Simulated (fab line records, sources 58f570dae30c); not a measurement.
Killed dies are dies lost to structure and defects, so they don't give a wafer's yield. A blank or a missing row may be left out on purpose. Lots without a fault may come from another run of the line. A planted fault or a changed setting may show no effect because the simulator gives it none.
Tool commonality check | flow berkeley_cmos170 | 14 lots, 42 wafers sampled

WHY IT WAS OPENED
At UCB170_V2_THK_MEAS_04 the reading V2_POLISHED_THK is flagged on 2 of 14 lots. Wafers without a fault read 999.5 nm, standard deviation 1.3.
Rule: a lot is flagged when every wafer of it that has a number lies more than 4 standard deviations from that mean, or none has a number. The other lots count as sound.

lot  | measured     | on            | V2_POLISHED_THK (nm), wafer by wafer | flag
L772 | day 8 17:02  | film_metro-02 | 999.2 997.4 999.8                    |
L773 | day 8 17:46  | film_metro-03 | 999.3 1002.2 998.4                   |
L776 | day 9 09:22  | film_metro-02 | 999.5 1001.0 999.9                   |
L778 | day 9 15:11  | film_metro-01 | 1002.2 1000.5 1000.2                 |
L781 | day 10 04:56 | film_metro-02 | 999.2 1001.1 1000.2                  |
L779 | day 10 05:19 | film_metro-01 | 998.5 1000.0 997.8                   |
L782 | day 10 06:58 | film_metro-03 | 999.0 998.8 998.3                    |
L780 | day 10 07:16 | film_metro-02 | 1000.9 1000.1 998.6                  |
L785 | day 11 02:42 | film_metro-02 | 1001.3 1000.4 999.7                  |
L784 | day 11 04:22 | film_metro-02 | 999.5 997.4 996.5                    |
L783 | day 11 05:38 | film_metro-03 | 1340.0 1348.3 1353.4                 | FLAGGED
L786 | day 11 15:55 | film_metro-01 | 1327.4 1352.0 1355.8                 | FLAGGED
L788 | day 12 08:51 | film_metro-03 | 998.2 1000.1 998.9                   |
L794 | day 13 10:26 | film_metro-03 | 998.3 999.1 997.1                    |
The numbers of the flagged lots are 1346.2 nm on average: +346.7 nm against the usual, or +99 or more standard deviations.

WHICH TOOL RAN EACH LOT
The record holds 4 process steps before the reading, out of a route of 331 steps. In each cell: the tool, then ch and the chambers that the sampled wafers went through, then the start.
lot  | flag    | UCB170_SDANNEAL_RTA_00           | UCB170_CONTACT_STRIP_06              | UCB170_M1_ETCH_11                  | UCB170_V2_CMP_02
L772 |         | rtp_anneal-02 ch 0, day 7 22:10  | plasma_asher-01 ch 0,1, day 8 03:25  | rie_diel-02 ch 0,1,3, day 8 07:09  | cmp-02 ch 0,1,3, day 8 16:40
L773 |         | rtp_anneal-01 ch 0, day 7 21:50  | plasma_asher-02 ch 0,1, day 8 02:04  | rie_diel-02 ch 0,3, day 8 06:28    | cmp-02 ch 2,3, day 8 17:20
L776 |         | rtp_anneal-02 ch 0, day 8 13:59  | plasma_asher-02 ch 0,1, day 8 18:13  | rie_diel-01 ch 1,3, day 9 00:11    | cmp-01 ch 0,2, day 9 08:56
L778 |         | rtp_anneal-02 ch 0, day 8 21:59  | plasma_asher-01 ch 0,1, day 9 02:05  | rie_diel-02 ch 0,2, day 9 05:21    | cmp-01 ch 1,2, day 9 14:49
L781 |         | rtp_anneal-01 ch 0, day 9 12:34  | plasma_asher-02 ch 0,1, day 9 16:04  | rie_diel-04 ch 0,2, day 9 19:36    | cmp-01 ch 1,2, day 10 04:29
L779 |         | rtp_anneal-02 ch 0, day 9 12:53  | plasma_asher-01 ch 0,1, day 9 16:20  | rie_diel-01 ch 0,1,2, day 9 19:50  | cmp-01 ch 0,1,2, day 10 05:00
L782 |         | rtp_anneal-01 ch 0, day 9 13:16  | plasma_asher-01 ch 0,1, day 9 17:49  | rie_diel-04 ch 0,1,2, day 9 21:25  | cmp-01 ch 1,2,3, day 10 06:35
L780 |         | rtp_anneal-02 ch 0, day 9 13:19  | plasma_asher-03 ch 0,1, day 9 17:49  | rie_diel-01 ch 1,2,3, day 9 21:41  | cmp-01 ch 1,2,3, day 10 06:53
L785 |         | rtp_anneal-01 ch 0, day 10 12:16 | plasma_asher-01 ch 0,1, day 10 15:59 | rie_diel-04 ch 1,2, day 10 19:16   | cmp-01 ch 0,1,2, day 11 02:24
L784 |         | rtp_anneal-02 ch 0, day 10 12:17 | plasma_asher-03 ch 0,1, day 10 16:40 | rie_diel-02 ch 2,3, day 10 20:05   | cmp-02 ch 0,1,2, day 11 03:58
L783 | FLAGGED | rtp_anneal-01 ch 0, day 10 12:31 | plasma_asher-01 ch 0,1, day 10 17:44 | rie_diel-01 ch 0,1, day 10 21:01   | cmp-01 ch 0,2,3, day 11 05:13
L786 | FLAGGED | rtp_anneal-02 ch 0, day 10 23:57 | plasma_asher-01 ch 0,1, day 11 03:33 | rie_diel-01 ch 1,2, day 11 07:49   | cmp-01 ch 0,1, day 11 15:29
L788 |         | rtp_anneal-02 ch 0, day 11 14:30 | plasma_asher-01 ch 0,1, day 11 18:05 | rie_diel-02 ch 0,1,2, day 11 22:07 | cmp-02 ch 0,2, day 12 08:25
L794 |         | rtp_anneal-02 ch 0, day 12 14:55 | plasma_asher-02 ch 0,1, day 12 20:23 | rie_diel-02 ch 0,1,2, day 12 23:50 | cmp-02 ch 0,2,3, day 13 10:07
What these steps do:
- UCB170_SDANNEAL_RTA_00: time 10 s.
- UCB170_CONTACT_STRIP_06: strips in O2.
- UCB170_M1_ETCH_11: etches BARC in N2/H2.
- UCB170_V2_CMP_02: polishes SiO2.
- UCB170_V2_THK_MEAS_04

FLAGGED OVER TOTAL, TOOL BY TOOL (the gauges that took the reading come last)
step                    | tool            | lots run | flagged | share of the flagged lots | sound lots run after its first flagged lot
UCB170_SDANNEAL_RTA_00  | rtp_anneal-01   | 5        | 1       | some                      | 0
UCB170_SDANNEAL_RTA_00  | rtp_anneal-02   | 9        | 1       | some                      | 2 (L788,L794)
UCB170_CONTACT_STRIP_06 | plasma_asher-01 | 8        | 2       | all                       | 1 (L788)
UCB170_CONTACT_STRIP_06 | plasma_asher-02 | 4        | 0       | none                      | -
UCB170_CONTACT_STRIP_06 | plasma_asher-03 | 2        | 0       | none                      | -
UCB170_M1_ETCH_11       | rie_diel-01     | 5        | 2       | all                       | 0
UCB170_M1_ETCH_11       | rie_diel-02     | 6        | 0       | none                      | -
UCB170_M1_ETCH_11       | rie_diel-04     | 3        | 0       | none                      | -
UCB170_V2_CMP_02        | cmp-01          | 9        | 2       | all                       | 0
UCB170_V2_CMP_02        | cmp-02          | 5        | 0       | none                      | -
UCB170_V2_THK_MEAS_04   | film_metro-01   | 3        | 1       | some                      | 0
UCB170_V2_THK_MEAS_04   | film_metro-02   | 6        | 0       | none                      | -
UCB170_V2_THK_MEAS_04   | film_metro-03   | 5        | 1       | some                      | 2 (L788,L794)

WHAT THE TABLE ALLOWS
3 rows of the table ran every flagged lot: plasma_asher-01 at UCB170_CONTACT_STRIP_06, rie_diel-01 at UCB170_M1_ETCH_11, cmp-01 at UCB170_V2_CMP_02.
- plasma_asher-01 at UCB170_CONTACT_STRIP_06: 2 of its 8 lots flagged. Sound lots ran on it after the first flagged one (L788), which a lasting fault on the whole tool wouldn't allow.
- rie_diel-01 at UCB170_M1_ETCH_11: 2 of its 5 lots flagged. Its last sound lot is L780 (day 9 21:41), its first flagged lot L783 (day 10 21:01): a fault that began between those two fits.
- cmp-01 at UCB170_V2_CMP_02: 2 of its 9 lots flagged. Its last sound lot is L785 (day 11 02:24), its first flagged lot L783 (day 11 05:13): a fault that began between those two fits.
Counting lots can't tell these 2 tools apart, because each fits a fault that began at some hour. More lots, or a look at what each step does to the wafer, might.

WHAT THE SIMULATOR HAD PUT IN
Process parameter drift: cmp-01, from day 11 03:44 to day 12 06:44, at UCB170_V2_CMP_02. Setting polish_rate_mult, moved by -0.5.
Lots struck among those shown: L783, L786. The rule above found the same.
